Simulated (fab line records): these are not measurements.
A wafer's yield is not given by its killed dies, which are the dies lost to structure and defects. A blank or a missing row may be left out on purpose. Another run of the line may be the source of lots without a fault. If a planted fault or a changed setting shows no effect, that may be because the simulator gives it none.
Problem report, 8D (eight disciplines) form, completed by code | flow berkeley cmos170 | the parts of the form that need people (team, actions taken, sign-off) are left out

1. WHAT IS WRONG
SILICIDE_TI_RS at UCB170_SILICIDE_RS_MEAS_02 reads a mean of 16.9 ohm/sq on 1 wafer of 1 lot; wafers without a fault read 26.1 ohm/sq with a standard deviation of 0.32. That puts it -29 standard deviations away from the usual mean.
The step: measures by four-point-probe.
First observed at day 9 14:19: wafer L810.1, on film metro-03. Wafers with a number at this step in the record: 38, from 13 lots. Rule for "out" (also "out of limits"): further than 4 standard deviations from the usual mean. The rest of the wafers with a number are treated as sound.

2. WHAT THIS IS AND IS NOT
question                    | is               | is not
which readings at this step | SILICIDE_TI_RS   | -
which lots                  | L810             | L798, L799, L800, L803, L805, L807, L808, L809, L811, L814, L818, L819
which wafers of those lots  | L810.1           | L810.2
read on which gauges        | film metro-03    | film metro-01, film metro-02
when                        | from day 9 14:19 | up to then (28 sound wafers); but 9 sound wafers of L814, L818, L819 came after

3. THE SUSPECTS, EACH WITH WHAT RULES IT OUT
Counting: a tool at a process step up to the reading stays a suspect if it ran every lot that is out. Sound lots after the first of them don't rule it out here, since some wafers of a struck lot are sound.
- the gauge at UCB170_SILICIDE_RS_MEAS_02: kept. All the wafers that are out were read on film metro-03, and no step on other tools shows them out.
- pvd sputter-03 at UCB170_SILICIDE_SPUTTER_01 (material Ti, target thk 30 nm, time 25 s): kept. L810, the lot that is out, went through it at day 9 14:17; up to then, the latest sound lot through it was L811 at day 9 13:42.
Remaining after the count are pvd sputter-03 at UCB170_SILICIDE_SPUTTER_01 and film metro-03 at UCB170_SILICIDE_RS_MEAS_02.

4. THE CAUSE (what the simulator had put in)
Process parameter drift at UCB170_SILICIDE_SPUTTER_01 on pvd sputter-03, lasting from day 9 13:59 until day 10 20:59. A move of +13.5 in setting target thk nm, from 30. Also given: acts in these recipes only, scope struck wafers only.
This tool is one of the 2 suspects left after counting.

5. THE EFFECT CHAIN, in route order
Each row: a reading whose mean over the struck wafers that have a number lies more than 3 standard deviations from the usual. Only readings for which the record gives a usual standard deviation are gone through. hours: the time from each lot's start at the first step in this table that gives one to its start at this step, as a median over the lots. sigmas: the change in usual standard deviations.
hours | step                        | reading         | usual       | on struck wafers | change | sigmas
0     | UCB170_SILICIDE_RS_MEAS_02  | SILICIDE_TI_RS  | 26.1 ohm/sq | 16.9             | -9.2   | -29
5     | UCB170_SILICIDE_THK_MEAS_03 | SILICIDE_TI_THK | 30.2 nm     | 43.8             | +13.6  | +39

6. WHAT WOULD HAVE CAUGHT IT SOONER
The first out-of-limits reading at a measuring or inspecting step in this record came at day 9 14:19, 0 hours after the fault's start at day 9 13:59.
No tool reading at UCB170_SILICIDE_SPUTTER_01 that has a usual standard deviation in the record was out on any struck wafer, so an alarm limit of 4 standard deviations on those readings would not have fired.
By day 9 14:19 the whole set of lots that are out, 1 in number, had already begun UCB170_SILICIDE_SPUTTER_01 on pvd sputter-03. A hold on the tool at that time would have spared none of them.
